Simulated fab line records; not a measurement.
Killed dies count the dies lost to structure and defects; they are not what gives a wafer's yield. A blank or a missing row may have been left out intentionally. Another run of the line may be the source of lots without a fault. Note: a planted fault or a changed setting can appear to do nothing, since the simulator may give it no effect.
Struck lot and sound lot, side by side :: flow rit-cmos :: 14 steps out of a route of 202
Sound: the wafers L574.1, L574.3, L574.4. The struck wafers were L578.2, L578.3, L578.5. The cause is named last.
At each step with rows: each side's tool, then ch and its chambers, then its first start. Under that, the readings that differ: sound wafers :: struck wafers :: difference of the means :: sigmas: that difference in standard deviations of wafers without a fault.
alike: readings whose means differ by less than 2 such deviations, and words and numbers that are the same on both sides. not compared: withheld readings, readings that some wafer has no value for, bounds like >300 that may hide the same value, and numbers for which the record gives no deviation and whose values overlap.
The two part at a step that has a row with sigmas, a row that says differs or no value, or rows on one side only. Non-overlapping numbers with no deviation appear without sigmas and do not part them. A reading that every wafer of one side lacks parts them only if that side has two wafers or more.

RIT_GATE_STRIP_20: strips in O2, time 180 s.
  sound on plasma-asher-03 ch 0,1, day 4 19:31; struck on plasma-asher-04 ch 0,1, day 5 12:55
  alike: drypump-motor-current-A, rf-refl-power-W
  not compared: rf-hours-counter-h
RIT_GATE_CD_MEAS_90 targets a cd of 150 nm.
  sound: cd-sem-01 at day 4 19:41; struck: cd-sem-02 at day 5 13:07
reading: cd-nm (nm)
sound: 154.6 152.2 151.2
struck: 145.3 144.0 146.1
difference: -7.5
sigmas: -3
then, 4 steps without rows for these wafers: RIT_REOX_CLEAN_00 (cleans in SC1, time 600 s); RIT_REOX_CLEAN_01 (cleans in dHF, time 30 s); RIT_REOX_CLEAN_02 (cleans in SC2, time 600 s); RIT_REOX_OXIDATION_03 (target thk 25.2 nm, ox time 5580 s).
RIT_REOX_THK_MEAS_04:
  sound: film-metro-03 at day 4 22:58; struck: film-metro-02 at day 5 16:25
  alike: REOX_OXIDE_THK
then, 5 steps without rows for these wafers: RIT_NLDD_HMDS_00 (prime time 60 s); RIT_NLDD_COAT_01 (resist thk 1000 nm); RIT_NLDD_SOFTBAKE_02 (time 60 s); RIT_NLDD_EXPOSE_03 (exposes mask M7, target cd 40700 nm); RIT_NLDD_PEB_04.
RIT_NLDD_DEVELOP_05: develop time 50 s.
  sound on litho-track-01 ch 0, day 4 23:00; struck on litho-track-04, day 5 17:00
  no value came back on the struck wafers for chill-plate-temp-C (C), develop-time-s (s); on the sound wafers chill-plate-temp-C (C) reads 22.95 22.95 23.14
RIT_NLDD_OVL_MEAS_06:
  sound: overlay-02 at day 5 00:01; struck: overlay-01 at day 5 17:19
reading: NLDD_OVL (nm)
sound: -3.5 -0.8 -2.3
struck: - - -
difference: no value on the struck wafers
sigmas: 

WHERE THEY PART
First at RIT_GATE_CD_MEAS_90; last, within this record, at RIT_NLDD_OVL_MEAS_06.

WHY: what the simulator had put in
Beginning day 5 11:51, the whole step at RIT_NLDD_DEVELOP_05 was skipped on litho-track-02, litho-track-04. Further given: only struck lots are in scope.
